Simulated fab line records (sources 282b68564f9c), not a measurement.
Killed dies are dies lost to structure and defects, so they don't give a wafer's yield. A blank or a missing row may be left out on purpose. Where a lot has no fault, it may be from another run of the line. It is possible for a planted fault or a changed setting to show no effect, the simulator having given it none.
The tool behind it: which one? -- flow rit_cmos -- 14 lots with 42 wafers sampled at 2 steps, on a route of 202 steps

== WHAT THE GAUGES SHOWED, per wafer ==
Not one reading of a measure or inspect step in the record can be checked against a usual standard deviation.

== WHAT TOOL EACH LOT RAN ON (gives the tool, then ch and the chambers of the sampled wafers, and finally the start) ==
lot,RIT_PSD_HMDS_00,RIT_M1_PROBE_99
L965,"litho_track-01 ch 0, day 3 12:06",-
L966,"litho_track-04 ch 0, day 3 18:36",-
L967,"litho_track-04 ch 0, day 3 23:44",-
L968,"litho_track-01 ch 0, day 4 03:01",-
L970,"litho_track-02 ch 0, day 4 11:19",-
L972,"litho_track-04 ch 0, day 4 20:05",-
L974,"litho_track-04 ch 0, day 5 08:00",-
L976,"litho_track-01 ch 0, day 5 16:00","prober-01, day 6 01:06"
L978,"litho_track-04 ch 0, day 5 23:20",-
L984,"litho_track-02 ch 0, day 7 07:45",-
L985,"litho_track-02 ch 0, day 7 12:34",-
L986,"litho_track-01 ch 0, day 7 16:36",-
L987,"litho_track-02 ch 0, day 7 21:38","prober-01, day 8 06:50"
L988,"litho_track-01 ch 0, day 8 04:05",-
- RIT_PSD_HMDS_00: prime time 60 s.
- RIT_M1_PROBE_99

== WHAT THE TOOLS THEMSELVES READ (means of the sampled wafers that have a number; where no wafer has one, the mark that the record gives instead) ==
RIT_PSD_HMDS_00.
lot,tool,prime_temp_c (C),resist_line_temp_C (C)
L965,litho_track-01,140.03,23.11
L966,litho_track-04,140.11,22.95
L967,litho_track-04,139.93,23.06
L968,litho_track-01,140.01,22.96
L970,litho_track-02,140.05,22.99
L972,litho_track-04,139.94,23.18
L974,litho_track-04,143.27,22.99
L976,litho_track-01,140.09,23.05
L978,litho_track-04,143.34,22.98
L984,litho_track-02,140.06,23.01
L985,litho_track-02,140.15,23.01
L986,litho_track-01,140.06,23.05
L987,litho_track-02,139.94,22.89
L988,litho_track-01,140.08,22.98

RIT_M1_PROBE_99.
lot,tool,killed_at_M0_to_M3,killed_at_contacts,killed_at_front_end,killed_dies,killed_open,killed_short
L976,prober-01,0.0,0.0,5.0,5.0,2.0,3.0
L987,prober-01,0.0,0.0,8.0,8.0,4.0,4.0

== THE ANSWER, worked out from the rows above alone ==
Rule: the usual values come from the lots themselves. The widest of any qualifying gaps counts: lots, ordered by their means at a reading, are off when they make up no more than a third of the lots, leave a main group of 4 or more, and stand apart from it by 3 or more times the standard deviation of that group's means. Not used: any main group whose means are identical at the precision the tables above print for the reading. Also off: a lot with no number at a reading for which 4 or more lots have one. The other lots that the step has rows for count as sound. Order of review: gauges by route order, followed by the tools' own readings, for which a lot's mean as printed above is used. The first step at which some lot is off is used, and at that step the reading that is off furthest; a lot without a number counts as furthest.
Off: L974, L978 (RIT_PSD_HMDS_00, prime_temp_c). For the main group the mean is 140.04 C and the standard deviation 0.068.
A tool fits if, at that step or a process step before it, it ran every lot that is off, and no sound lot after the first of them. One candidate fits, namely litho_track-04 at RIT_PSD_HMDS_00. A fault onset in the window from L972 (day 4 20:05, its last sound lot) to L974 (day 5 08:00, its first lot off) fits.
The tool's own readings at RIT_PSD_HMDS_00 bear it out: on the lots that are off they differ by more than 5 times the standard deviation of the sound lots' means. prime_temp_c reads 143.31 C there against 140.04 C on the sound lots.

== WHAT THE SIMULATOR HAD PUT IN ==
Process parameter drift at RIT_PSD_HMDS_00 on litho_track-04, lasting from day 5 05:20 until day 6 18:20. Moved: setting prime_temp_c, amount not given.
Lots struck among those shown: L974, L978. Same finding as the rule above.
